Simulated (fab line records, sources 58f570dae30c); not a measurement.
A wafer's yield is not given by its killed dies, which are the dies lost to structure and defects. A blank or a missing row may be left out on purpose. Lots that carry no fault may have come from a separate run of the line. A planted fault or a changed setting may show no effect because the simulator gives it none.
Code-filled problem report in 8D (eight disciplines) form / flow berkeley-cmos170 / the parts of the form that need people (team, actions taken, sign-off) are left out

1. THE ISSUE
Mean of rf-fwd-power-W at UCB170_M3_ETCH_17: 414.0 W across 3 wafers in 2 lots; on wafers with no fault it is 494.8 W (standard deviation 2). Relative to the usual mean, that is a shift of -40 standard deviations.
The step: etches BARC in N2/H2.
Earliest sighting: wafer L214.4 on rie-diel-03 at day 12 00:58. Wafers with a number at this step in the record: 16, from 6 lots. Rule for "out" (also "out of limits"): further than 4 standard deviations from the usual mean. The rest of the wafers with a number are treated as sound.

2. WHAT THIS IS AND IS NOT
question=which readings at this step | is=rf-fwd-power-W | is not=drypump-motor-current-A, throttle-valve-pct
question=which lots | is=L211, L214 | is not=L201, L203, L219, L221
question=which wafers of those lots | is=L211.3, L214.4, L214.5 | is not=L214.3
question=read on which tools | is=rie-diel-03 | is not=rie-diel-02, rie-diel-04
question=when | is=from day 12 00:58 | is not=up to then (7 sound wafers); but 6 sound wafers of L219, L221 came after

3. WHAT RULES OUT EACH SUSPECT
Counting: if a tool at a process step up to the reading ran every lot that is out, it stays a suspect. Sound lots after the first of them don't rule it out here, since some wafers of a struck lot are sound.
- rie-diel-03 at UCB170_M3_ETCH_17 (etches BARC in N2/H2): kept. Ran every lot that is out, first one L214 (day 12 00:58); last sound lot up to then L201 (day 9 14:30). Out on those wafers are its own readings of rf-fwd-power-W.
- The sound lot-mates ran in chamber 1 of rie-diel-03 at UCB170_M3_ETCH_17, but the wafers that are out ran in chamber 0.
After counting, what remains is rie-diel-03 at UCB170_M3_ETCH_17.

4. THE CAUSE (what the simulator had put in)
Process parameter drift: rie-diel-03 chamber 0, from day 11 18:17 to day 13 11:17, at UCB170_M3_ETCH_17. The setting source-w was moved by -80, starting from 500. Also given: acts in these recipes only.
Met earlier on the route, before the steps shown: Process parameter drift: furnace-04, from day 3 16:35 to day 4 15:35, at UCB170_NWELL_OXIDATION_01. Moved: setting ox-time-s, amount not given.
This tool alone remained once counting was done.

5. SEQUENCE OF EFFECTS, ordered by route
Rows list readings where the struck wafers' mean (over those with a number) sits beyond 3 standard deviations from the usual. Readings are gone through only where the record gives a usual standard deviation; hours: the median, over the lots, of the time from a lot's start at the first step in this table giving one to that lot's start at this step; sigmas: the change measured in usual standard deviations.
hours=0; step=UCB170_M3_ETCH_17; reading=oes-product-au; usual=1.001 a.u.; on struck wafers=0.927; change=-0.074; sigmas=-3.9
hours=0; step=UCB170_M3_ETCH_17; reading=rf-fwd-power-W; usual=494.8 W; on struck wafers=414.0; change=-80.8; sigmas=-40
It contains these process steps:
- UCB170_M3_ETCH_17: etches BARC in N2/H2.

6. HOW IT WOULD HAVE BEEN CAUGHT EARLIER
In this record the first reading out of limits was taken at day 12 00:58, 7 hours after the fault began at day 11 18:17.
